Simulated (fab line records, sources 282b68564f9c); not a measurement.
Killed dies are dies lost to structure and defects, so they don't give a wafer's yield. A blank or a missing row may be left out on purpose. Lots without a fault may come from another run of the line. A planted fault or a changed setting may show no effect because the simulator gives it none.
Split-lot experiment | flow rit_cmos | 5 lots, 23 wafers read, on a route of 202 steps

THE SPLIT
At RIT_GATE_OXIDATION_05 (target thk 3 nm, ox time 270 s), the setting temp_c was moved away from the recipe's 900 C on 15 of the 23 wafers read, by -2.8% to +2.5%. The other wafers ran this setting at the recipe's value.

FROM THE SPLIT TO THE READING: what the file shows between them, 1 step
- RIT_GATE_ANNEAL_06: time 600 s

THE READING
GATE_OXIDE_THK, in nm, at RIT_GATE_THK_MEAS_07. Fault-free wafers of this fab line usually give 3.02 nm, standard deviation 0.056 nm.

wafer  | tool, chamber at the split | temp_c as run, C | against the recipe | GATE_OXIDE_THK, nm | against lot-mates on the recipe
L077.2 | furnace-01, 0              | 900              | recipe             | 3.06               | -
L077.3 | furnace-01, 0              | 900              | recipe             | 3.03               | -
L077.5 | furnace-01, 0              | 900              | recipe             | 3.16               | -
L078.1 | -, -                       | 900              | recipe             | 3.12               | -
L078.3 | -, -                       | 900              | recipe             | 3.06               | -
L078.4 | -, -                       | 900              | recipe             | 3.05               | -
L078.5 | -, -                       | 900              | recipe             | 3.03               | -
L078.6 | -, -                       | 900              | recipe             | 3.07               | -
L082.1 | -, -                       | 914.6            | +1.6%              | 3.62               | no lot-mate on the recipe
L082.2 | -, -                       | 914.6            | +1.6%              | 3.66               | no lot-mate on the recipe
L082.3 | -, -                       | 914.6            | +1.6%              | 3.61               | no lot-mate on the recipe
L082.4 | -, -                       | 914.6            | +1.6%              | 3.64               | no lot-mate on the recipe
L082.6 | -, -                       | 914.6            | +1.6%              | 3.63               | no lot-mate on the recipe
L083.2 | -, -                       | 874.4            | -2.8%              | 2.12               | no lot-mate on the recipe
L083.3 | -, -                       | 874.4            | -2.8%              | 2.20               | no lot-mate on the recipe
L083.4 | -, -                       | 874.4            | -2.8%              | 2.12               | no lot-mate on the recipe
L083.5 | -, -                       | 874.4            | -2.8%              | 2.17               | no lot-mate on the recipe
L083.6 | -, -                       | 874.4            | -2.8%              | 2.17               | no lot-mate on the recipe
L085.1 | -, -                       | 922.5            | +2.5%              | 4.05               | no lot-mate on the recipe
L085.2 | -, -                       | 922.5            | +2.5%              | 3.99               | no lot-mate on the recipe
L085.4 | -, -                       | 922.5            | +2.5%              | 4.02               | no lot-mate on the recipe
L085.5 | -, -                       | 922.5            | +2.5%              | 4.00               | no lot-mate on the recipe
L085.6 | -, -                       | 922.5            | +2.5%              | 4.01               | no lot-mate on the recipe

THE FIT
A straight line over all 23 wafers: GATE_OXIDE_THK changes by +0.343 nm for each +1% of temp_c; r = +1.00; the points scatter about the line by 0.05 nm.
Too few moved wafers have a lot-mate on the recipe to fit a line with each lot's own level taken away.

THE WHOLE CHAIN: every reading that the file lists as answering this split, in the file's order
step                  | what it does                   | reading                                                                           | change (the file's fit)               | r (the file's)
RIT_GATE_OXIDATION_05 | target thk 3 nm, ox time 270 s | SiO2_of_GATE_OXIDATION_05.thk_nm (the simulator's own value, which no gauge read) | +0.338 nm for each +1% of the setting | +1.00
RIT_GATE_THK_MEAS_07  |                                | GATE_OXIDE_THK                                                                    | +0.343 for each +1% of the setting    | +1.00
RIT_M1_PROBE_99       |                                | etest.nmos_0p3.drive_ua_um (the simulator's own value, which no gauge read)       | -23.1 for each +1% of the setting     | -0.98

THE FILE'S OWN FIT
GATE_OXIDE_THK changes by +0.343 nm for each +1% of temp_c, r = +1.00.
